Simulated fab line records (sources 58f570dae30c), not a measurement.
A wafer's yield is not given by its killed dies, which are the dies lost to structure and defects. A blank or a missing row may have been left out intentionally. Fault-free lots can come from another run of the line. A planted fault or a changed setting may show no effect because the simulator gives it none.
A sampling plan put to the test ; flow berkeley_cmos170 ; one line in one fab, 16 faults in these records, each fault weighed on the records of the lots it struck
The line's own looks make up the plan; these are the steps of the route where a gauge or inspection reads the wafer and leaves it unchanged. A look can be judged if struck wafers have a number there and the file gives its usual mean and standard deviation on fault-free wafers. Caught: the struck wafers' mean, at a look after the fault's first step, is 4 or more of those standard deviations (sigma) away from the usual mean. On the tool: here the same test is run on the tool's own readings at the fault's steps. A different recipe on the struck wafers counts as caught too, as does a record blank only for those wafers.

## THE FAULTS, as the simulator had put them in
1. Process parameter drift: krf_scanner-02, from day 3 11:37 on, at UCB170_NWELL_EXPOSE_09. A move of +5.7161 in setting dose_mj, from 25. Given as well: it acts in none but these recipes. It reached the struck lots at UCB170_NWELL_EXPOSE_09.
2. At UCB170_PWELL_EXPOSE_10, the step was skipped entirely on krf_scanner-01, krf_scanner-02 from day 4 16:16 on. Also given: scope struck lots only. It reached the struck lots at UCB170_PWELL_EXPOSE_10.
3. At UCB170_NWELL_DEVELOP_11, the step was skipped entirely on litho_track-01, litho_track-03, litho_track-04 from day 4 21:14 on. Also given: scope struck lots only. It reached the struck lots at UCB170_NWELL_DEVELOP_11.
4. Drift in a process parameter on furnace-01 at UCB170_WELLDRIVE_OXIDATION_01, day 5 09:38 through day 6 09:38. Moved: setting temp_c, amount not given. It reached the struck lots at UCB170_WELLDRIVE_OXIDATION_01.
5. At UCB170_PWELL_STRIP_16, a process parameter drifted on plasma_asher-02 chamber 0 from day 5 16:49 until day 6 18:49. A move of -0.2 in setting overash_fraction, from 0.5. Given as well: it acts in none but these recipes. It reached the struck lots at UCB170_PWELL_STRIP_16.
6. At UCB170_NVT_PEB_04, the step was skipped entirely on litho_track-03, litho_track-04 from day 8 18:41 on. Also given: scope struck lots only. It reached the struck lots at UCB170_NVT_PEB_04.
7. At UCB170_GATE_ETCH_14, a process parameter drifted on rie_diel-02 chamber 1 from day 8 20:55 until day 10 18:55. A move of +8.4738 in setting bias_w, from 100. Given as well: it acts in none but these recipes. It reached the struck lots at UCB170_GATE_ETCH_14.
8. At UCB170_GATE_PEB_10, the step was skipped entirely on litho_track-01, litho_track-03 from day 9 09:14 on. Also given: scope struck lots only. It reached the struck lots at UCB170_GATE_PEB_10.
9. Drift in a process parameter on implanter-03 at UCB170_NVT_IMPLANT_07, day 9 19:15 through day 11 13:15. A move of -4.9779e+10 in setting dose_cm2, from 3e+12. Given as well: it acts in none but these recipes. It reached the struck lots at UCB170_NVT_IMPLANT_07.
10. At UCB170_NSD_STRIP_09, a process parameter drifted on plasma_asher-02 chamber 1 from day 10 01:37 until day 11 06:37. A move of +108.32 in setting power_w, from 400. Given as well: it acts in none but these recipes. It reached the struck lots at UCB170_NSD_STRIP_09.
11. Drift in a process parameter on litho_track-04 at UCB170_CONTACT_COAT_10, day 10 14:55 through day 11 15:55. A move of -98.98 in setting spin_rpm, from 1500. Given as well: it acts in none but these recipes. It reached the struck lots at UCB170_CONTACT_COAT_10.
12. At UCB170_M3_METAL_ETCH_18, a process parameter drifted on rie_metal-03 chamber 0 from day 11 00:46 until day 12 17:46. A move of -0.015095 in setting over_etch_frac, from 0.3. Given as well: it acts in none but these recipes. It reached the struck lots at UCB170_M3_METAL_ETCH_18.
13. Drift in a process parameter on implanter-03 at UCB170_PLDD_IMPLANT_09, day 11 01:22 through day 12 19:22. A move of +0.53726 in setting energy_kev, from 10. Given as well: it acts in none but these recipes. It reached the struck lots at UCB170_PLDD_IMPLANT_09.
14. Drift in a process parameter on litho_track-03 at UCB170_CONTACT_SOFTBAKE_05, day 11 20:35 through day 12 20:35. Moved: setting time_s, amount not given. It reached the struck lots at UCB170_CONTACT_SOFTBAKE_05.
15. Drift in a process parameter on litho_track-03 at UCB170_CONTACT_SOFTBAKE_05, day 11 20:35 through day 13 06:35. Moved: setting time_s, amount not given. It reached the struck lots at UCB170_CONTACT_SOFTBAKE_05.
16. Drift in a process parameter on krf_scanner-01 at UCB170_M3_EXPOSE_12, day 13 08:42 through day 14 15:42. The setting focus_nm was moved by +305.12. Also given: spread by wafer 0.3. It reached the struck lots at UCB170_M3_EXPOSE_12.

## WHAT THE PLAN SAW
fault;on the tool itself;first look that catches it;reading, sigma;median hours from its first step to that look;hours from the fault's start to the first struck lot there;judged looks passed uncaught
1;exposure_dose_mJ_cm2 +99 or beyond sigma;none of the 3 looks that can be judged after it;-;-;-;3
2;no reading that can be judged;no look after it can be judged;-;-;-;0
3;the tool's record is blank for the struck wafers;no look after it can be judged;-;-;-;0
4;tube_center_temp_C +95 sigma;no look after it can be judged;-;-;-;0
5;oes_product_au +17 sigma;no look after it can be judged;-;-;-;0
6;the tool's record is blank for the struck wafers;not the one look that can be judged after it;-;-;-;1
7;bias_w +30 sigma;not the one look that can be judged after it;-;-;-;1
8;the tool's record is blank for the struck wafers;no look after it can be judged;-;-;-;0
9;dose_ions_cm2 -13 sigma;none of the 2 looks that can be judged after it;-;-;-;2
10;strip_time_to_endpoint_s -58 sigma;none of the 3 looks that can be judged after it;-;-;-;3
11;spin_speed_rpm -99 or beyond sigma;no look after it can be judged;-;-;-;0
12;under 2 sigma;none of the 2 looks that can be judged after it;-;-;-;2
13;beam_energy_keV +99 or beyond sigma;no look after it can be judged;-;-;-;0
14;run_length_s +44 sigma;no look after it can be judged;-;-;-;0
15;run_length_s +39 sigma;no look after it can be judged;-;-;-;0
16;exposure_dose_mJ_cm2 -5.0 sigma;no look after it can be judged;-;-;-;0
A dash: the fault is not caught, or the number is missing from these records.

Caught at a look: 0 of 16. Caught on the tool: 14 of 16. By one or the other: 14 of 16.
Faults caught by the tool alone: 1, 3, 4, 5, 6, 7, 8, 9, 10, 11, 13, 14, 15, 16.
Caught by neither: faults 2, 12.
